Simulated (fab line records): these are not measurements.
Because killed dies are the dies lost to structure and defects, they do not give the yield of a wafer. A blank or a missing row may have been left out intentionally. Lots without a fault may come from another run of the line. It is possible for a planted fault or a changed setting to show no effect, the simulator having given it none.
Which tool did it? | flow rit-cmos | 42 wafers from 14 lots sampled at 3 of the route's 202 steps

## WHAT EACH GAUGE READ, for each wafer
RIT_NWELL_TW_MEAS_10.
lot  | measured    | on            | NWELL_TW
L773 | day 1 22:38 | film-metro-03 | 2169 2168 2163
L774 | day 2 04:07 | film-metro-03 | 2177 2174 2182
L776 | day 2 13:28 | film-metro-04 | 2210 2200 2193
L778 | day 3 01:37 | film-metro-04 | 2172 2169 2175
L781 | day 3 13:40 | film-metro-03 | 2263 2269 2274
L783 | day 3 22:58 | film-metro-03 | 2257 2267 2257
L788 | day 5 03:05 | film-metro-04 | 2192 2189 2186
L790 | day 5 11:12 | film-metro-04 | 2198 2193 2201
L791 | day 5 18:25 | film-metro-01 | 2139 2142 2152
L792 | day 5 21:31 | film-metro-01 | 2134 2120 2123
L793 | day 6 02:42 | film-metro-01 | 2146 2146 2149
L794 | day 6 08:31 | film-metro-01 | 2165 2140 2145
L795 | day 6 13:40 | film-metro-04 | 2212 2199 2188
L796 | day 6 19:16 | film-metro-01 | 2163 2158 2149

RIT_WELLDRIVE_RS_MEAS_01: measures by four-point-probe.
lot  | measured    | on            | NWELL_RS (ohm/sq)
L773 | day 2 05:28 | film-metro-04 | 275.3 276.2 275.1
L774 | day 2 11:30 | film-metro-01 | 275.3 275.0 275.4
L776 | day 2 20:54 | film-metro-01 | 276.2 275.5 275.6
L778 | day 3 08:27 | film-metro-01 | 276.3 275.8 275.5
L781 | day 3 21:18 | film-metro-03 | 272.6 272.7 272.3
L783 | day 4 08:00 | film-metro-01 | 273.2 272.5 273.0
L788 | day 5 10:53 | film-metro-03 | 277.0 277.0 277.3
L790 | day 5 20:11 | film-metro-03 | 274.6 274.7 274.9
L791 | day 6 02:08 | film-metro-03 | 275.2 275.1 275.4
L792 | day 6 04:24 | film-metro-03 | 276.2 276.6 276.9
L793 | day 6 09:43 | film-metro-03 | 277.0 276.2 276.5
L794 | day 6 16:01 | film-metro-03 | 275.2 276.2 276.0
L795 | day 6 21:19 | film-metro-03 | 276.8 277.5 277.5
L796 | day 7 03:10 | film-metro-01 | 275.4 275.9 275.9

## WHAT TOOL EACH LOT RAN ON (gives the tool, then ch and the chambers of the sampled wafers, and finally the start)
lot  | RIT_NWELL_IMPLANT_08
L773 | implanter-02 ch 0, day 1 22:20
L774 | implanter-02 ch 0, day 2 03:47
L776 | implanter-02 ch 0, day 2 13:09
L778 | implanter-01 ch 0, day 3 01:18
L781 | implanter-03 ch 0, day 3 13:20
L783 | implanter-03 ch 0, day 3 22:38
L788 | implanter-01 ch 0, day 5 02:45
L790 | implanter-01 ch 0, day 5 10:53
L791 | implanter-01 ch 0, day 5 18:05
L792 | implanter-02 ch 0, day 5 21:14
L793 | implanter-01 ch 0, day 6 02:23
L794 | implanter-01 ch 0, day 6 08:11
L795 | implanter-01 ch 0, day 6 13:22
L796 | implanter-01 ch 0, day 6 18:57
- RIT_NWELL_IMPLANT_08

## WHAT THE TOOLS THEMSELVES READ (means of the sampled wafers that have a number; where no wafer has one, the mark that the record gives instead)
RIT_NWELL_IMPLANT_08.
lot  | tool         | beam-energy-keV | beam-on-s (s)
L773 | implanter-02 | 170.01          | 9.93
L774 | implanter-02 | 169.95          | 9.62
L776 | implanter-02 | 169.95          | 10.07
L778 | implanter-01 | 169.93          | 9.87
L781 | implanter-03 | 214.22          | 9.89
L783 | implanter-03 | 214.20          | 9.92
L788 | implanter-01 | 169.96          | 10.21
L790 | implanter-01 | 169.98          | 9.78
L791 | implanter-01 | 170.01          | 10.16
L792 | implanter-02 | 170.04          | 9.85
L793 | implanter-01 | 170.14          | 9.91
L794 | implanter-01 | 170.03          | 9.98
L795 | implanter-01 | 170.00          | 9.92
L796 | implanter-01 | 170.07          | 9.98

## THE ANSWER, worked out from the rows above alone
Rule: usual is defined by the lots themselves. Put in order of their means at a reading, lots are off if they are a third of the lots or fewer, leave a main group of 4 or more, and stand apart from it by a gap of 3 or more times the standard deviation of the main group's means; of several such gaps the widest counts. If all means in a main group match to the digits the tables above print for the reading, that group is not used. Also off: a lot with no number at a reading for which 4 or more lots have one. Any other lot the step has rows for is counted as sound. Order of review: gauges by route order, followed by the tools' own readings, for which a lot's mean as printed above is used. At the first step where some lot is off, the reading lying furthest off is the one used; lots without a number count as furthest.
Off: L781, L783, at RIT_NWELL_IMPLANT_08 (beam-energy-keV). For the main group the mean is 170.01 and the standard deviation 0.057.
A tool fits if, at that step or a process step before it, it ran every lot that is off, and no sound lot after the first of them. One fits: implanter-03 at RIT_NWELL_IMPLANT_08. It ran no sound lot before its first lot that is off in this sample, so the start can't be narrowed down.
On the lots that are off, the tool's own readings at RIT_NWELL_IMPLANT_08 differ by more than 5 times the standard deviation of the sound lots' means, which bears it out; beam-energy-keV reads 214.21 there versus 170.01 on the sound lots.

## WHAT WAS PUT IN BY THE SIMULATOR
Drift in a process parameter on implanter-03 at RIT_NWELL_IMPLANT_08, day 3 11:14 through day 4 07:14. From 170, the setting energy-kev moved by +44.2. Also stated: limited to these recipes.
Struck lots among those shown: L781, L783. The rule given above showed the same thing.
